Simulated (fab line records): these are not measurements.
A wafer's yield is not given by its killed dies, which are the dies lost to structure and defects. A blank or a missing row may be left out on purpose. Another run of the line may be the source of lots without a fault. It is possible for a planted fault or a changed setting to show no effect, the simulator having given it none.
Comparing a struck lot with a sound one -- flow rit-cmos -- 18 out of 202 route steps
Sound: wafers L767.1, L767.3, L767.5. The struck wafers were L770.2, L770.3, L770.6. The cause comes at the end.
Order at every step that has rows: each side's tool, ch and its chambers, its first start. Under that, the readings that differ: sound wafers -- struck wafers -- difference of the means -- sigmas: that difference in standard deviations of wafers without a fault.
alike: same words and numbers on both sides, and readings whose means sit less than 2 such deviations apart. not compared: any withheld reading, any reading some wafer has no value for, any bound like >300 that may hide the same value, and any number with overlapping values for which the record gives no deviation.
The two part at a step that has a row with sigmas, a row that says differs or no value, or rows on one side only. Non-overlapping numbers with no deviation appear without sigmas and do not part them. Lack of a reading on every wafer of one side parts them only where that side has two or more wafers.

RIT_ACTIVE_BOW_MEAS_00:
  sound on film-metro-02 at day 2 11:00; struck on film-metro-03 at day 3 02:01
  alike: INCOMING_BOW
then, 1 step without rows for these wafers: RIT_ACTIVE_OXIDATION_01 (target thk 46.8 nm, ox time 3360 s).
RIT_ACTIVE_THK_MEAS_02:
  sound on film-metro-04 at day 2 13:03; struck on film-metro-02 at day 3 04:04
  alike: ACTIVE_OXIDE_THK
RIT_ACTIVE_CVD_03: deposits Si3N4 from SiH2Cl2/NH3, target thk 150 nm, time 1500 s.
  sound on lpcvd-02 ch 1, day 2 13:31; struck on lpcvd-02 ch 0, day 3 05:26
reading,sound,struck,difference,sigmas
model.Si3N4_of_ACTIVE_CVD_03.thk-nm (nm),152.3 151.5 151.9,203.1 203.5 203.2,+51.4,
RIT_ACTIVE_THK_MEAS_04:
  sound on film-metro-02 at day 2 15:38; struck on film-metro-04 at day 3 07:47
reading,sound,struck,difference,sigmas
ACTIVE_NITRIDE_THK (nm),152.2 151.4 151.9,203.0 203.3 203.1,+51.3,+37
  not compared: hold
then, 5 steps without rows for these wafers: RIT_ACTIVE_COAT_06 (resist thk 1000 nm); RIT_ACTIVE_SOFTBAKE_07 (time 57.02 s); RIT_ACTIVE_EXPOSE_08 (exposes mask M1, target cd 1400 nm); RIT_ACTIVE_PEB_09; RIT_ACTIVE_DEVELOP_10 (develop time 50 s).
RIT_ACTIVE_CD_MEAS_11: the cd target is 1400 nm.
  sound on cd-sem-01 at day 2 16:37; struck on cd-sem-01 at day 3 17:30
  alike: cd-nm
then, 1 step without rows for these wafers: RIT_ACTIVE_HARDBAKE_12 (time 60 s).
RIT_ACTIVE_ETCH_13: etches Si3N4 in SF6, stops on SiO2, time 210 s, target depth 210 nm.
  sound on rie-diel-03 ch 1,2,3, day 2 16:53; struck on rie-diel-01 ch 1,2, day 3 18:04
reading,sound,struck,difference,sigmas
oes-product-au (a.u.),0.829 0.825 0.800,0.984 0.989 0.985,+0.168,+14
model.ACTIVE.feature-depth-nm (nm),152.8 153 151.9,203.8 203.7 203.9,+51.2,
model.etch.depth-nm (nm),152.3 151.5 151.9,203.1 203.5 203.2,+51.4,
  alike: drypump-motor-current-A, rf-fwd-power-W, throttle-valve-pct
  not compared: rf-hours-counter-h
RIT_ACTIVE_STRIP_14: strips in O2, time 180 s.
  sound on plasma-asher-01 ch 0,1, day 2 17:01; struck on plasma-asher-01 ch 0,1, day 3 18:14
  alike: drypump-motor-current-A
  not compared: rf-hours-counter-h
RIT_ACTIVE_CD_MEAS_90: the cd target is 1400 nm.
  sound on cd-sem-02 at day 2 17:11; struck on cd-sem-01 at day 3 18:26
  alike: cd-nm
then, 1 step without rows for these wafers: RIT_ACTIVE_CLEAN_15 (cleans in SC1, time 600 s).
RIT_ACTIVE_CLEAN_16: cleans in dHF, time 30 s.
  sound on wet-bench-03 ch 2, day 2 17:31; struck on wet-bench-02 ch 0, day 3 18:43
reading,sound,struck,difference,sigmas
model.Si3N4_of_ACTIVE_CVD_03.thk-nm (nm),151.5 150.6 151,202.2 202.6 202.4,+51.4,
then, 1 step without rows for these wafers: RIT_ACTIVE_CLEAN_17 (cleans in SC2, time 600 s).

## WHERE THEY PART
Earliest at RIT_ACTIVE_THK_MEAS_04; latest, in this record, at RIT_ACTIVE_ETCH_13. Later steps at which nothing parts them and some readings are alike: RIT_ACTIVE_STRIP_14, RIT_ACTIVE_CD_MEAS_90.

WHY: what the simulator had put in
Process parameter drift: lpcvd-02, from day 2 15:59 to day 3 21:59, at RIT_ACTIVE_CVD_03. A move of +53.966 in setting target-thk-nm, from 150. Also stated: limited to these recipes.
